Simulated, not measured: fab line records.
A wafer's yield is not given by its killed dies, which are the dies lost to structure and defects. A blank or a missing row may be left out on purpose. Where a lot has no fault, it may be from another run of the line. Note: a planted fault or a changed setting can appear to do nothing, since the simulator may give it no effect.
Which tool is to blame? / flow rit-cmos / 14 lots (42 wafers sampled), 1 step of a 202-step route

WHAT THE GAUGES SHOWED, per wafer
Not one reading of a measure or inspect step in the record can be checked against a usual standard deviation.

WHICH TOOL RAN EACH LOT (tool, then ch and the chambers of the sampled wafers, then the start)
lot=L210; RIT_PSD_PEB_04=litho-track-02 ch 0, day 3 05:59
lot=L211; RIT_PSD_PEB_04=litho-track-02 ch 0, day 3 09:46
lot=L212; RIT_PSD_PEB_04=litho-track-04 ch 0, day 3 15:09
lot=L213; RIT_PSD_PEB_04=litho-track-03 ch 0, day 3 19:26
lot=L216; RIT_PSD_PEB_04=litho-track-02 ch 0, day 4 10:46
lot=L217; RIT_PSD_PEB_04=litho-track-03 ch 0, day 4 15:42
lot=L218; RIT_PSD_PEB_04=litho-track-04 ch 0, day 4 21:56
lot=L224; RIT_PSD_PEB_04=litho-track-04, day 6 02:44
lot=L225; RIT_PSD_PEB_04=litho-track-02, day 6 08:43
lot=L228; RIT_PSD_PEB_04=litho-track-04 ch 0, day 6 22:38
lot=L229; RIT_PSD_PEB_04=litho-track-02 ch 0, day 7 04:02
lot=L230; RIT_PSD_PEB_04=litho-track-02 ch 0, day 7 09:44
lot=L231; RIT_PSD_PEB_04=litho-track-02 ch 0, day 7 16:07
lot=L232; RIT_PSD_PEB_04=litho-track-02 ch 0, day 8 00:08
- RIT_PSD_PEB_04

AS READ BY THE TOOLS THEMSELVES (means over the sampled wafers that have a number; for cases with no such wafer, the mark the record gives instead)
RIT_PSD_PEB_04. Usual: 45.2 Pa for exhaust-pa, sd 0.88.
lot=L210; tool=litho-track-02; exhaust-pa (Pa)=44.5; flag=
lot=L211; tool=litho-track-02; exhaust-pa (Pa)=44.9; flag=
lot=L212; tool=litho-track-04; exhaust-pa (Pa)=44.5; flag=
lot=L213; tool=litho-track-03; exhaust-pa (Pa)=45.0; flag=
lot=L216; tool=litho-track-02; exhaust-pa (Pa)=44.7; flag=
lot=L217; tool=litho-track-03; exhaust-pa (Pa)=45.2; flag=
lot=L218; tool=litho-track-04; exhaust-pa (Pa)=44.4; flag=
lot=L224; tool=litho-track-04; exhaust-pa (Pa)=-; flag=OFF
lot=L225; tool=litho-track-02; exhaust-pa (Pa)=-; flag=OFF
lot=L228; tool=litho-track-04; exhaust-pa (Pa)=45.0; flag=
lot=L229; tool=litho-track-02; exhaust-pa (Pa)=44.5; flag=
lot=L230; tool=litho-track-02; exhaust-pa (Pa)=45.5; flag=
lot=L231; tool=litho-track-02; exhaust-pa (Pa)=45.9; flag=
lot=L232; tool=litho-track-02; exhaust-pa (Pa)=44.9; flag=

THE ANSWER, worked out from the rows above alone
Rule: a lot is off if the mean of its wafers that have a number lies more than 3 standard deviations from the usual mean. A lot without any number at a reading at which 4 lots or more have one is off too. The other lots that the step has rows for count as sound. After the gauges, taken in route order, come the tools' own readings; for these a lot's mean is taken, as printed above. At the first step where some lot is off, the reading lying furthest off is the one used; lots without a number count as furthest.
Off, at RIT_PSD_PEB_04 on exhaust-pa: L224, L225. Without a number there: L224, L225.
A tool fits if, at that step or a process step before it, it ran every lot that is off, and no sound lot after the first of them. Not one of the candidates tried fits.

WHAT THE SIMULATOR PUT IN
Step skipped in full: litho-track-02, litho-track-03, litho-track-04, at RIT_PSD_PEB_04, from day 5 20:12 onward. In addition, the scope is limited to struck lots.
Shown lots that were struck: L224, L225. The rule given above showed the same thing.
